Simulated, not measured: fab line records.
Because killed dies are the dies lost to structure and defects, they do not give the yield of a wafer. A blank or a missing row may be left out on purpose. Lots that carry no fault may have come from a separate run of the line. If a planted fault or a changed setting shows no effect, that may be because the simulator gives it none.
Problem report in the 8D (eight disciplines) form, filled by code -- flow berkeley_cmos170 -- the parts of the form that need people (team, actions taken, sign-off) are left out

1. THE ISSUE
Mean V1_POLISHED_THK at UCB170_V1_THK_MEAS_04: 1076.8 nm over 2 wafers in 2 lots; fault-free wafers: 999.8 nm, standard deviation 1.2. Relative to the usual mean, that is a shift of +64 standard deviations.
First observed at day 8 06:40: wafer L130.1, on film_metro-01. The record has a number at this step for 18 wafers belonging to 6 lots. Rule for "out" (also "out of limits"): further than 4 standard deviations from the usual mean. The other wafers with a number count as sound.

2. WHAT IT IS; WHAT IT IS NOT
question,is,is not
which readings at this step,V1_POLISHED_THK,-
which lots,"L130, L132","L129, L142, L144, L148"
which wafers of those lots,"L130.1, L132.4","L130.4, L130.5, L132.1, L132.6"
read on which gauges,film_metro-01,"film_metro-02, film_metro-04"
when,from day 8 06:40,"up to then (5 sound wafers); but 11 sound wafers of L132, L142, L144, L148 came after"

3. THE SUSPECTS, EACH WITH WHAT RULES IT OUT
Counting: a tool at a process step up to the reading stays a suspect if it ran every lot that is out. Sound lots after the first of them don't rule it out here, since some wafers of a struck lot are sound.
- the gauge at UCB170_V1_THK_MEAS_04: kept. All the wafers that are out were read on film_metro-01, and no step on other tools shows them out.
- cmp-01 at UCB170_V1_CMP_02 (polishes SiO2): kept. It ran every lot that is out, first L130 (day 8 03:22).
- At UCB170_V1_CMP_02, inside cmp-01: chamber 0 took the wafers that are out, while their sound lot-mates went through chambers 1, 2, 3.
After counting, cmp-01 at UCB170_V1_CMP_02 and film_metro-01 at UCB170_V1_THK_MEAS_04 remain.

4. THE CAUSE (what the simulator had put in)
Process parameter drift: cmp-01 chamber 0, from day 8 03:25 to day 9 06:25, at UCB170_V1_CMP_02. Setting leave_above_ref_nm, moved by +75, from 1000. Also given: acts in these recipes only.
Counting leaves 2 suspects; this tool is one of them.

5. THE EFFECT CHAIN, in route order
Each row: a reading where the mean over the struck wafers with a number is more than 3 standard deviations away from the usual. Scope: only readings with a usual standard deviation given in the record; hours: median across lots of the time from each lot's start at the first step in this table that gives one to its start at this step; sigmas: change in usual standard deviations.
hours,step,reading,usual,on struck wafers,change,sigmas
0,UCB170_V1_THK_MEAS_04,V1_POLISHED_THK,999.8 nm,1076.8,+77.0,+64
At these later measuring or inspecting steps, every struck wafer for which the step has a row has a number for every such reading, and none has moved that far: UCB170_V1_CD_MEAS_12, UCB170_V1_OVL_MEAS_13, UCB170_V1_CD_MEAS_90, UCB170_M2_RS_MEAS_02, UCB170_M2_THK_MEAS_03.

6. WHAT WOULD HAVE CAUGHT IT SOONER
Counted from the fault's start at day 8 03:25, it took 3 hours until the first out-of-limits reading at a measuring or inspecting step in this record, taken at day 8 06:40.
An alarm limit of 4 standard deviations would not have fired on the tool readings at UCB170_V1_CMP_02 for which the record gives a usual standard deviation, since none of them was out on any struck wafer.
By day 8 06:40 the whole set of lots that are out, 2 in number, had already begun UCB170_V1_CMP_02 on cmp-01. A hold on the tool at that time would have spared none of them.
